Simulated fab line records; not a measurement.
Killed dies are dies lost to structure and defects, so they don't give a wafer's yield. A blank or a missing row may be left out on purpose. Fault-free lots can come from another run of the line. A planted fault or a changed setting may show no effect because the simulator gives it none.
fab line records    flow ritCmos
[record] lots = 5  wafers = 15  lastDay = 7
route steps=202 shown ACTIVE@2 FOX1@20 FOX2@23
lots with no fault: from the same line, run without faults
startH: the number of hours between the record's first day and the start of the first shown wafer of the lot    waitH: how many hours have passed since the lot's step before this one    " the same as in the row above    L1.1+2: a single row standing in for several wafers    - no value, or no start given    * or withheld: withheld    < > ~ a bound
route shown NAME@n: NAME is a module with steps in the file, n the number in the route of the first one    usual: the fault-free wafers' mean and standard deviation    same: alike in all rows    chamber/n: place in a boat    sites: per-site readings    _std_site: the values' standard deviation    _edge_site: mean of outer sites minus mean of inner sites    radiusMm: for every site, how far away it sits from the centre of the wafer    mask NAME#n: copy n    behind: the tool/chamber that last shaped the wafer    hold: the reason the lot was held/the length of the hold in hours/how it ended    device: names the non-switching transistor (n, p or np)    end of line: tests run on the same wafers once the route is complete    for a step that has no rows: nothing shown but its recipe    killed: at the first sort, the dies lost to defects and structure; wafer yield is something else    map: dies across one wafer; x = killed, . = not, _ = none there
set.NAME: the setting the step ran with; set.NAME@STEP: the setting that earlier step ran with    model.NAME: the simulator's own value behind a step, which no gauge read
lots seen at some steps along the route; tables by step, rows by wafer
services: when a tool's chamber went out of use (startH, in hours from the record's first day, below 0 if earlier), for how many hours, and the reason
[[steps]]
[step RIT_ACTIVE_OXIDATION_01]
[recipe] tempC = 1007  ambient = O2  targetThkA = 468  oxTimeS = 3360
[usual] spikeTcLoadC = 1033.9/2.4  spikeTcSourceC = 1027/3.2
lot.wafer  tool        chamber  startH  waitH  spikeTcLoadC  spikeTcSourceC
L075.1     furnace-03  0        15.35   0.3    1034.3        1026
L075.2     "           0        "       "      1035.9        1024
L075.6     "           0        "       "      1037.0        1026
L080.4     furnace-01  0        40.12   0.0    1032.4        1029
L080.5     "           0        "       "      1034.0        1027
L080.6     "           0        "       "      1033.4        1027
L086.4     furnace-03  0        70.32   0.2    1036.0        1025
L086.5     "           0        "       "      1035.9        1025
L086.6     "           0        "       "      1036.1        1025
L093.3     furnace-03  0        111.37  6.3    1034.9        1027
L093.5     "           0        "       "      1036.2        1026
L093.6     "           0        "       "      1034.3        1024
L094.1     furnace-03  0        111.37  1.4    1036.3        1024
L094.2     "           0        "       "      1036.6        1026
L094.3     "           0        "       "      1035.9        1025
[step RIT_ACTIVE_THK_MEAS_02]
[recipe] reads = SiO2_of_ACTIVE_OXIDATION_01
[usual] ACTIVE_OXIDE_THK = 49.6/1.2
lot.wafer  tool          chamber  startH  waitH  ACTIVE_OXIDE_THK[nm]
L075.1     filmMetro-02  -        17.29   0.0    50.8
L075.2     "             -        "       "      51.0
L075.6     "             -        "       "      50.0
L080.4     filmMetro-02  -        42.08   0.0    49.9
L080.5     "             -        "       "      49.8
L080.6     "             -        "       "      50.3
L086.4     filmMetro-04  -        72.28   0.0    50.4
L086.5     "             -        "       "      49.3
L086.6     "             -        "       "      50.1
L094.1     filmMetro-04  -        113.31  0.0    48.7
L094.2     "             -        "       "      48.5
L094.3     "             -        "       "      49.2
L093.3     filmMetro-03  -        113.33  0.0    48.5
L093.5     "             -        "       "      49.0
L093.6     "             -        "       "      49.3
[step RIT_ACTIVE_CVD_03]
[recipe] material = Si3N4  targetThkNm = 150  tempC = 810  precursor = SiH2Cl2/NH3  timeS = 1500  pressureMtorr = 300  sih2cl2FlowSccm = 60  nh3FlowSccm = 150
[usual] nh3FlowSccm = 150.0/0.46  spikeTcLoadC = 837.1/1.5  spikeTcSourceC = 830/3.8
lot.wafer  tool      chamber  startH  waitH  nh3FlowSccm  spikeTcLoadC  spikeTcSourceC
L075.1     lpcvd-01  0        17.35   0.1    150.2        837.2         834
L075.2     "         0        "       "      149.5        836.6         835
L075.6     "         0        "       "      149.1        836.2         833
L080.4     lpcvd-02  0        42.11   0.0    148.6        838.0         833
L080.5     "         0        "       "      149.3        838.0         832
L080.6     "         0        "       "      149.2        836.0         834
L086.4     lpcvd-02  1        72.31   0.0    149.3        837.1         828
L086.5     "         1        "       "      149.9        838.5         827
L086.6     "         1        "       "      149.4        836.7         827
L093.3     lpcvd-01  1        113.37  0.0    149.7        834.9         835
L093.5     "         1        "       "      149.7        835.3         834
L093.6     "         1        "       "      149.3        833.7         835
L094.1     lpcvd-01  0        113.37  0.1    150.6        838.0         834
L094.2     "         0        "       "      149.8        838.0         833
L094.3     "         0        "       "      150.6        837.7         835
[step RIT_ACTIVE_THK_MEAS_04]
[recipe] reads = Si3N4_of_ACTIVE_CVD_03
[usual] ACTIVE_NITRIDE_THK = 149.9/1.5
lot.wafer  tool          chamber  startH  waitH  ACTIVE_NITRIDE_THK[nm]
L075.1     filmMetro-03  -        18.76   0.0    152.1
L075.2     "             -        "       "      152.5
L075.6     "             -        "       "      152.6
L080.4     filmMetro-03  -        43.56   0.0    151.4
L080.5     "             -        "       "      152.0
L080.6     "             -        "       "      150.3
L086.4     filmMetro-04  -        73.76   0.0    150.4
L086.5     "             -        "       "      148.8
L086.6     "             -        "       "      149.9
L094.1     filmMetro-03  -        114.78  0.0    148.5
L094.2     "             -        "       "      149.4
L094.3     "             -        "       "      149.6
L093.3     filmMetro-02  -        114.80  0.0    150.3
L093.5     "             -        "       "      150.7
L093.6     "             -        "       "      149.2
[step RIT_ACTIVE_HMDS_05]
[recipe] primeTimeS = 60  primeTempC = 140
[usual] resistLineTempC = 23.00/0.12
lot.wafer  tool           chamber  startH  waitH  resistLineTempC
L075.1     lithoTrack-03  0        18.82   0.1    22.96
L075.2     "              0        "       "      23.06
L075.6     "              0        "       "      22.99
L080.4     lithoTrack-01  0        43.66   0.1    23.15
L080.5     "              0        "       "      22.95
L080.6     "              0        "       "      22.96
L086.4     lithoTrack-01  0        73.87   0.1    22.84
L086.5     "              0        "       "      22.89
L086.6     "              0        "       "      22.87
L094.1     lithoTrack-03  0        114.84  0.1    22.98
L094.2     "              0        "       "      23.17
L094.3     "              0        "       "      23.25
L093.3     lithoTrack-01  0        114.89  0.1    22.98
L093.5     "              0        "       "      23.00
L093.6     "              0        "       "      22.87
[step RIT_ACTIVE_COAT_06]
[recipe] resist = NOVOLAK  spinRpm = 3250  resistThkNm = 1000
[usual] resistLineTempC = 22.99/0.1
lot.wafer  tool           chamber  startH  waitH  resistLineTempC
L075.1     lithoTrack-03  0        18.97   0.1    23.04
L075.2     "              0        "       "      23.13
L075.6     "              0        "       "      23.08
L080.4     lithoTrack-01  0        43.81   0.1    23.13
L080.5     "              0        "       "      22.91
L080.6     "              0        "       "      23.03
L086.4     lithoTrack-01  0        74.02   0.1    22.88
L086.5     "              0        "       "      22.79
L086.6     "              0        "       "      22.91
L094.1     lithoTrack-03  0        114.99  0.1    22.87
L094.2     "              0        "       "      22.98
L094.3     "              0        "       "      22.91
L093.3     lithoTrack-01  0        115.04  0.1    22.98
L093.5     "              0        "       "      22.94
L093.6     "              0        "       "      23.14
[step RIT_ACTIVE_SOFTBAKE_07]
[recipe] resist = NOVOLAK  tempC = 90  timeS = 60
[usual] resistLineTempC = 23.02/0.11
lot.wafer  tool           chamber  startH  waitH  resistLineTempC
L075.1     lithoTrack-03  0        19.12   0.1    23.06
L075.2     "              0        "       "      23.26
L075.6     "              0        "       "      23.04
L080.4     lithoTrack-01  0        43.97   0.1    22.87
L080.5     "              0        "       "      22.98
L080.6     "              0        "       "      22.87
L086.4     lithoTrack-01  0        74.17   0.1    23.10
L086.5     "              0        "       "      23.15
L086.6     "              0        "       "      22.97
L094.1     lithoTrack-03  0        115.14  0.1    23.14
L094.2     "              0        "       "      22.98
L094.3     "              0        "       "      23.16
L093.3     lithoTrack-01  0        115.19  0.1    23.14
L093.5     "              0        "       "      23.02
L093.6     "              0        "       "      23.23
[step RIT_ACTIVE_EXPOSE_08]
[recipe] maskId = M1  na = 0.6  sourceShape = conventional  sigmaOuter = 0.6  targetCdNm = 1400  doseMj = 225
[same] na = 0.6
lot.wafer   tool             chamber  startH  waitH  mask
L075.1+2+6  ilineStepper-01  0        19.40   0.2    M1#0
L080.4+5+6  ilineStepper-02  0        44.22   0.2    M1#0
L086.4+5+6  ilineStepper-02  0        74.42   0.2    M1#0
L093.3+5+6  ilineStepper-01  0        115.46  0.2    M1#0
L094.1+2+3  ilineStepper-02  0        115.66  0.5    M1#0
[step RIT_ACTIVE_PEB_09]
[recipe] resist = NOVOLAK  tempC = withheld  timeS = withheld
[usual] resistLineTempC = *
lot.wafer  tool           chamber  startH  waitH  resistLineTempC
L075.1     lithoTrack-04  0        19.52   0.1    *
L075.2     "              0        "       "      *
L075.6     "              0        "       "      *
L080.4     lithoTrack-03  0        44.36   0.1    *
L080.5     "              0        "       "      *
L080.6     "              0        "       "      *
L086.4     lithoTrack-01  0        74.56   0.1    *
L086.5     "              0        "       "      *
L086.6     "              0        "       "      *
L093.3     lithoTrack-04  0        115.58  0.1    *
L093.5     "              0        "       "      *
L093.6     "              0        "       "      *
L094.1     lithoTrack-03  0        115.78  0.1    *
L094.2     "              0        "       "      *
L094.3     "              0        "       "      *
[step RIT_ACTIVE_DEVELOP_10]
[recipe] resist = NOVOLAK  developTimeS = 48.86  devTempC = 23
[usual] developerTempC = 23.01/0.098  resistLineTempC = 23.01/0.1
lot.wafer  tool           chamber  startH  waitH  developerTempC  resistLineTempC
L075.1     lithoTrack-04  0        -       -      22.94           22.92
L075.2     "              0        "       "      23.08           22.88
L075.6     "              0        "       "      22.84           22.89
L080.4     lithoTrack-03  0        -       -      22.96           23.02
L080.5     "              0        "       "      23.16           23.13
L080.6     "              0        "       "      23.04           23.09
L086.4     lithoTrack-01  0        -       -      22.97           23.06
L086.5     "              0        "       "      23.09           22.92
L086.6     "              0        "       "      22.93           23.01
L093.3     lithoTrack-04  0        -       -      23.11           22.92
L093.5     "              0        "       "      23.14           22.92
L093.6     "              0        "       "      23.04           22.80
L094.1     lithoTrack-03  0        -       -      23.00           23.01
L094.2     "              0        "       "      23.03           23.00
L094.3     "              0        "       "      22.98           23.06
[step RIT_ACTIVE_CD_MEAS_11]
[recipe] targetCdNm = 1400
[usual] cdNm = 1399.9/2.2
lot.wafer  tool      chamber  startH  waitH  cdNm
L075.1     cdSem-01  -        19.80   -      1398.7
L075.2     "         -        "       "      1397.8
L075.6     "         -        "       "      1397.7
L080.4     cdSem-01  -        44.62   -      1402.1
L080.5     "         -        "       "      1399.5
L080.6     "         -        "       "      1402.9
L086.4     cdSem-01  -        74.83   -      1401.4
L086.5     "         -        "       "      1400.8
L086.6     "         -        "       "      1403.3
L093.3     cdSem-02  -        115.86  -      1401.7
L093.5     "         -        "       "      1401.5
L093.6     "         -        "       "      1401.0
L094.1     cdSem-01  -        116.06  -      1398.3
L094.2     "         -        "       "      1398.6
L094.3     "         -        "       "      1399.0
[step RIT_ACTIVE_HARDBAKE_12]
[recipe] resist = NOVOLAK  tempC = 140  timeS = 60
[usual] resistLineTempC = 22.97/0.11
lot.wafer  tool           chamber  startH  waitH  resistLineTempC
L075.1     lithoTrack-04  0        19.92   0.1    22.99
L075.2     "              0        "       "      22.93
L075.6     "              0        "       "      22.96
L080.4     lithoTrack-01  0        44.76   0.1    22.99
L080.5     "              0        "       "      22.96
L080.6     "              0        "       "      22.77
L086.4     lithoTrack-03  0        74.96   0.1    23.14
L086.5     "              0        "       "      23.01
L086.6     "              0        "       "      22.90
L093.3     lithoTrack-01  0        115.99  0.1    22.95
L093.5     "              0        "       "      22.82
L093.6     "              0        "       "      22.95
L094.1     lithoTrack-03  0        116.18  0.1    23.03
L094.2     "              0        "       "      23.11
L094.3     "              0        "       "      23.00
[step RIT_ACTIVE_ETCH_13]
[recipe] stopOn = SiO2  chemistry = SF6  target = Si3N4  timeS = 210  overEtchFrac = 0.4  SF6_flow_sccm = 200  pressureMtorr = 260  rfW = 125  targetDepthA = 2100
[usual] SF6_flow_sccm = 199.9/0.55  drypumpMotorCurrentA = 5.6/0.54  oesProductAu = 0.820/0.011  throttleValvePct = 7.52/0.11
lot.wafer  tool        chamber  startH  waitH  SF6_flow_sccm  drypumpMotorCurrentA  oesProductAu  rfHoursCounterH  throttleValvePct
L075.1     rieDiel-01  2        20.07   0.1    199.6          6.1                   0.820         141              7.54
L075.2     "           1        "       "      200.4          5.2                   0.838         57               7.52
L075.6     "           3        "       "      199.0          5.3                   0.837         -                7.48
L080.4     rieDiel-03  3        44.83   0.1    199.8          4.8                   0.822         41               7.63
L080.5     "           1        "       "      199.4          5.1                   0.813         -                7.68
L080.6     "           2        "       "      199.1          6.2                   0.822         -                7.27
L086.4     rieDiel-02  3        75.04   0.1    200.2          6.7                   0.808         122              7.63
L086.5     "           1        "       "      199.7          5.0                   0.812         -                7.60
L086.6     "           0        "       "      201.1          5.9                   0.820         -                7.51
L093.3     rieDiel-01  3        116.09  0.1    198.8          5.3                   0.836         127              7.46
L093.5     "           0        "       "      199.7          5.9                   0.832         -                7.41
L093.6     "           3        "       "      199.1          5.3                   0.830         -                7.46
L094.1     rieDiel-03  2        116.33  0.1    200.5          6.2                   0.812         0                7.26
L094.2     "           3        "       "      199.4          4.8                   0.818         43               7.63
L094.3     "           0        "       "      200.0          5.9                   0.798         71               7.45
[step RIT_ACTIVE_STRIP_14]
[recipe] chemistry = O2  timeS = 180  resist = NOVOLAK  platenTempC = withheld  powerW = 500  pressureMtorr = 4000  o2FlowSccm = 4000
[usual] drypumpMotorCurrentA = 5.9/0.38
lot.wafer  tool            chamber  startH  waitH  drypumpMotorCurrentA  rfHoursCounterH
L075.1     plasmaAsher-01  0        20.20   0.1    5.7                   36
L075.2     "               1        "       "      5.6                   36
L075.6     "               1        "       "      5.6                   -
L080.4     plasmaAsher-03  1        45.03   0.1    5.6                   -
L080.5     "               1        "       "      5.6                   -
L080.6     "               0        "       "      5.9                   -
L086.4     plasmaAsher-02  0        75.23   0.1    5.6                   -
L086.5     "               1        "       "      6.6                   -
L086.6     "               0        "       "      5.6                   -
L093.3     plasmaAsher-02  1        116.28  0.1    6.6                   -
L093.5     "               1        "       "      6.6                   -
L093.6     "               0        "       "      5.6                   -
L094.1     plasmaAsher-03  1        116.46  0.1    5.6                   47
L094.2     "               0        "       "      5.9                   47
L094.3     "               1        "       "      5.7                   -
[step RIT_ACTIVE_CD_MEAS_90]
[recipe] targetCdNm = 1400
[usual] cdNm = 1400.0/2.2
lot.wafer  tool      chamber  startH  waitH  cdNm
L075.1     cdSem-01  -        20.38   0.1    1398.4
L075.2     "         -        "       "      1397.5
L075.6     "         -        "       "      1397.8
L080.4     cdSem-02  -        45.20   0.1    1402.2
L080.5     "         -        "       "      1399.7
L080.6     "         -        "       "      1403.0
L086.4     cdSem-02  -        75.40   0.1    1401.7
L086.5     "         -        "       "      1401.1
L086.6     "         -        "       "      1403.3
L093.3     cdSem-02  -        116.44  0.1    1401.7
L093.5     "         -        "       "      1401.3
L093.6     "         -        "       "      1401.2
L094.1     cdSem-01  -        116.64  0.1    1399.0
L094.2     "         -        "       "      1399.0
L094.3     "         -        "       "      1398.5
[step RIT_ACTIVE_CLEAN_15]
[recipe] chemistry = SC1  mix = 3:3:50  timeS = 600  tempC = 75
[usual] bathHeatDutyPct = 15.5/1.9
lot.wafer  tool         chamber  startH  waitH  bathHeatDutyPct
L075.1     wetBench-01  0        20.50   0.1    16.2
L075.2     "            0        "       "      16.0
L075.6     "            0        "       "      16.7
L080.4     wetBench-04  0        45.26   0.0    12.9
L080.5     "            0        "       "      13.0
L080.6     "            0        "       "      13.7
L086.4     wetBench-01  1        75.46   0.0    13.2
L086.5     "            1        "       "      12.8
L086.6     "            1        "       "      13.0
L093.3     wetBench-04  1        116.52  0.1    13.1
L093.5     "            1        "       "      13.0
L093.6     "            1        "       "      12.8
L094.1     wetBench-04  3        116.76  0.1    15.2
L094.2     "            3        "       "      13.7
L094.3     "            3        "       "      15.0
[step RIT_ACTIVE_CLEAN_16]
[recipe] chemistry = dHF  dilution = 50:1  timeS = 30
lot.wafer   tool         chamber  startH  waitH
L075.1+2+6  wetBench-02  0        20.67   0.0
L080.4+5+6  wetBench-02  0        45.44   0.0
L086.4+5+6  wetBench-04  1        75.66   0.0
L093.3+5+6  wetBench-01  1        116.69  0.0
L094.1+2+3  wetBench-01  1        116.93  0.0
[step RIT_ACTIVE_CLEAN_17]
[recipe] chemistry = SC2  mix = 3:3:50  timeS = 600  tempC = 75  dry = n2Spin
[usual] bathHeatDutyPct = 15.5/1.8
lot.wafer  tool         chamber  startH  waitH  bathHeatDutyPct
L075.1     wetBench-04  3        20.69   0.0    13.9
L075.2     "            3        "       "      15.2
L075.6     "            3        "       "      14.5
L080.4     wetBench-01  1        45.45   0.0    13.8
L080.5     "            1        "       "      12.8
L080.6     "            1        "       "      13.1
L086.4     wetBench-02  1        75.67   0.0    15.9
L086.5     "            1        "       "      17.5
L086.6     "            1        "       "      16.1
L093.3     wetBench-02  2        116.71  0.0    17.0
L093.5     "            2        "       "      17.5
L093.6     "            2        "       "      16.9
L094.1     wetBench-02  3        116.95  0.0    16.0
L094.2     "            3        "       "      15.6
L094.3     "            3        "       "      14.7
[step RIT_FOX1_OXIDATION_00]
[recipe] tempC = 1100  ambient = H2O  targetThkA = 3507  pH2oTorr = 720  oxTimeS = 1130
[usual] spikeTcLoadC = 1127.1/2.5  spikeTcSourceC = 1122/3.5
lot.wafer  tool        chamber  startH  waitH  spikeTcLoadC  spikeTcSourceC
L075.1     furnace-01  0        21.13   0.3    1127.7        1123
L075.2     "           0        "       "      1128.4        1120
L075.6     "           0        "       "      1127.6        1121
L080.4     furnace-03  0        48.13   2.5    1130.6        1118
L080.5     "           0        "       "      1128.9        1118
L080.6     "           0        "       "      1129.1        1120
L086.4     furnace-03  0        77.55   1.7    1129.1        1117
L086.5     "           0        "       "      1130.3        1118
L086.6     "           0        "       "      1129.5        1118
L093.3     furnace-03  0        119.35  2.5    1129.2        1120
L093.5     "           0        "       "      1131.0        1118
L093.6     "           0        "       "      1130.8        1119
L094.1     furnace-03  0        119.35  2.2    1129.2        1121
L094.2     "           0        "       "      1129.4        1120
L094.3     "           0        "       "      1130.0        1119
[step RIT_FOX1_THK_MEAS_01]
[recipe] reads = SiO2_of_FOX1_OXIDATION_00
[usual] FOX1_OXIDE_THK = 349/6.5
lot.wafer  tool          chamber  startH  waitH  FOX1_OXIDE_THK[nm]
L075.1     filmMetro-01  -        22.45   0.0    347
L075.2     "             -        "       "      343
L075.6     "             -        "       "      346
L080.4     filmMetro-01  -        49.47   0.0    353
L080.5     "             -        "       "      355
L080.6     "             -        "       "      354
L086.4     filmMetro-01  -        78.89   0.0    347
L086.5     "             -        "       "      346
L086.6     "             -        "       "      357
L094.1     filmMetro-02  -        120.67  0.0    351
L094.2     "             -        "       "      346
L094.3     "             -        "       "      345
L093.3     filmMetro-03  -        120.69  0.0    344
L093.5     "             -        "       "      348
L093.6     "             -        "       "      346
[step RIT_FOX1_WET_ETCH_02]
[recipe] chemistry = BOE  targetDepthNm = 350  timeS = 390  tempC = 21.5  dry = n2Spin  dilution = 10:1  target = SiO2
[usual] bathHeatDutyPct = 1.6/0.43
lot.wafer  tool         chamber  startH  waitH  bathHeatDutyPct
L075.1     wetBench-03  3        22.51   0.1    1.5
L075.2     "            3        "       "      1.7
L075.6     "            3        "       "      1.6
L080.4     wetBench-01  1        49.50   0.0    1.6
L080.5     "            1        "       "      2.2
L080.6     "            1        "       "      1.7
L086.4     wetBench-01  3        78.92   0.0    1.5
L086.5     "            3        "       "      1.3
L086.6     "            3        "       "      1.7
L093.3     wetBench-04  3        120.73  0.0    1.2
L093.5     "            3        "       "      1.7
L093.6     "            3        "       "      1.9
L094.1     wetBench-04  1        120.73  0.1    1.5
L094.2     "            1        "       "      1.4
L094.3     "            1        "       "      2.0
[step RIT_FOX2_OXIDATION_00]
[recipe] tempC = 1100  ambient = H2O  targetThkA = 3507  pH2oTorr = 720  oxTimeS = 1130
[usual] spikeTcLoadC = 1127.8/2.4  spikeTcSourceC = 1122/3
lot.wafer  tool        chamber  startH  waitH  spikeTcLoadC  spikeTcSourceC
L075.1     furnace-01  0        22.62   0.0    1127.0        1120
L075.2     "           0        "       "      1129.4        1119
L075.6     "           0        "       "      1128.2        1120
L080.4     furnace-04  0        50.47   0.8    1121.9        1130
L080.5     "           0        "       "      1122.9        1128
L080.6     "           0        "       "      1123.3        1127
L086.4     furnace-03  0        79.05   0.0    1128.9        1118
L086.5     "           0        "       "      1130.1        1119
L086.6     "           0        "       "      1129.1        1121
L093.3     furnace-01  0        120.84  0.0    1127.3        1122
L093.5     "           0        "       "      1126.7        1119
L093.6     "           0        "       "      1126.6        1121
L094.1     furnace-01  0        120.84  0.0    1129.0        1121
L094.2     "           0        "       "      1128.5        1121
L094.3     "           0        "       "      1126.1        1123
[step RIT_FOX2_THK_MEAS_01]
[recipe] reads = SiO2_of_FOX2_OXIDATION_00
[usual] FOX2_OXIDE_THK = 350/6.6
lot.wafer  tool          chamber  startH  waitH  FOX2_OXIDE_THK[nm]
L075.1     filmMetro-01  -        23.94   0.0    347
L075.2     "             -        "       "      346
L075.6     "             -        "       "      341
L080.4     filmMetro-04  -        51.81   0.0    344
L080.5     "             -        "       "      354
L080.6     "             -        "       "      349
L086.4     filmMetro-01  -        80.39   0.0    346
L086.5     "             -        "       "      348
L086.6     "             -        "       "      343
L094.1     filmMetro-01  -        122.16  0.0    357
L094.2     "             -        "       "      351
L094.3     "             -        "       "      354
L093.3     filmMetro-03  -        122.18  0.0    358
L093.5     "             -        "       "      347
L093.6     "             -        "       "      354
[[services]]
tool             chamber  startH  hours  kind
ilineStepper-01  -        -4.62   1.7    pm
rieDiel-01       -        -1.32   2.8    pm
furnace-04       -        4.18    2.3    pm
rieDiel-03       0        9.32    3.7    repair
furnace-03       -        9.69    4.4    pm
rieDiel-03       -        12.05   3.5    repair
rieDiel-03       -        34.25   2.8    pm
rieDiel-01       -        35.18   0.9    repair
rieDiel-02       2        40.87   4.4    repair
rieDiel-01       0        42.94   3.8    repair
rieDiel-03       1        63.76   17.4   repair
rieDiel-01       0        70.81   -      clean
rieDiel-01       0        70.81   20.7   scheduledDown
rieDiel-01       0        70.81   20.7   ventCycle
rieDiel-03       2        81.13   -      clean
rieDiel-03       2        81.13   -      consumableReplace:esc
rieDiel-03       2        81.13   30.9   scheduledDown
rieDiel-03       2        81.13   30.9   ventCycle
wetBench-03      -        87.31   21.8   pm
ilineStepper-02  -        100.88  1.7    pm
furnace-03       -        107.63  3.7    pm
plasmaAsher-01   -        108.75  9.0    pm
rieDiel-03       1        112.02  -      clean
rieDiel-02       -        118.34  20.4   repair
[[key]]
fault none
